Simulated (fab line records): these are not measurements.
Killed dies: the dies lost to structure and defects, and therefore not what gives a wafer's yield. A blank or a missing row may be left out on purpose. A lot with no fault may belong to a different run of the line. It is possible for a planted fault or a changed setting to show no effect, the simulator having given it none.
Lot-split experiment    flow berkeley cmos170    5 lots, 23 wafers read, on a route of 331 steps

## ABOUT THE SPLIT
At UCB170_M3_COAT_10 (resist thk 900 nm), the setting spin rpm was moved away from the recipe's 1500 rpm on 10 of the 23 wafers read, by -4.7% to +5.4%. The other wafers ran this setting at the recipe's value.

The reading is taken at the split's own step.

## THE READING
KrF_of_M3_COAT_10.thk nm (the simulator's own value, which no gauge read), in nm, at UCB170_M3_COAT_10 (resist thk 900 nm). There is no usual value for it anywhere in the file. Here, 13 wafers ran the recipe; their average is 898.8 nm with a standard deviation of 2.5 nm.

wafer   tool, chamber at the split  spin rpm as run, rpm  against the recipe  KrF_of_M3_COAT_10.thk nm, nm  against lot-mates on the recipe
L076.1  litho track-03, 0           1581                  +5.4%               873.4                         -26.4
L076.2  litho track-03, 0           1500                  recipe              900.5                         -
L076.3  litho track-03, 0           1581                  +5.4%               877                           -22.8
L076.5  litho track-03, 0           1500                  recipe              899.4                         -
L076.6  litho track-03, 0           1500                  recipe              899.6                         -
L079.2  litho track-01, 0           1500                  recipe              900.7                         -
L079.3  litho track-01, 0           1500                  recipe              896.8                         -
L079.5  litho track-01, 0           1500                  recipe              897.9                         -
L080.1  litho track-01, 0           1570                  +4.7%               874.2                         -20.5
L080.2  litho track-01, 0           1500                  recipe              894.9                         -
L080.3  litho track-01, 0           1570                  +4.7%               875.6                         -19.1
L080.5  litho track-01, 0           1500                  recipe              894.5                         -
L080.6  litho track-01, 0           1570                  +4.7%               874.4                         -20.3
L082.1  litho track-04, 0           1429                  -4.7%               923.4                         +21.4
L082.2  litho track-04, 0           1500                  recipe              901.9                         -
L082.3  litho track-04, 0           1429                  -4.7%               924.8                         +22.8
L082.4  litho track-04, 0           1500                  recipe              902                           -
L082.5  litho track-04, 0           1500                  recipe              902.2                         -
L084.2  litho track-03, 0           1440                  -4.0%               918.4                         +21.2
L084.3  litho track-03, 0           1440                  -4.0%               915.8                         +18.6
L084.4  litho track-03, 0           1500                  recipe              896.6                         -
L084.5  litho track-03, 0           1500                  recipe              897.8                         -
L084.6  litho track-03, 0           1440                  -4.0%               919                           +21.8

FIT RESULTS
A straight line over all 23 wafers: KrF_of_M3_COAT_10.thk nm changes by -4.89 nm for each +1% of spin rpm; r = -0.99; the points scatter about the line by 2.5 nm.
The same after taking each lot's own level away (the mean of its wafers on the recipe; 23 wafers): -4.63 nm for each +1%; r = -1.00; scatter 1.4 nm.
Per that fit: largest spin rpm move, reading shift of 25 nm.
From 894.70 to 902.03 nm: that is the span of the lots' own levels, equal to 2.9 times the standard deviation above.
So the lot-to-lot level changes the slope little: the two slopes agree.
Check: -24.1 nm against its lot-mates is what the line predicts for one of the wafers moved furthest among these (+5.4%) when that wafer is left out of the fit. It came out at -26.4 nm against them.

## FURTHER SPLITS ON THESE WAFERS
Other splits were also applied to these wafers ahead of the reading. Each is held against what the fit with the lots' levels taken away leaves over:
other split on the same wafers    wafers away from the commonest value  r with KrF_of_M3_COAT_10.thk nm (lot level and that fit taken away)
UCB170_V1_ETCH_14 over etch frac  4                                     +0.33

## FILE'S OWN FIT
KrF_of_M3_COAT_10.thk nm changes by -4.62 nm for each +1% of spin rpm, r = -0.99.
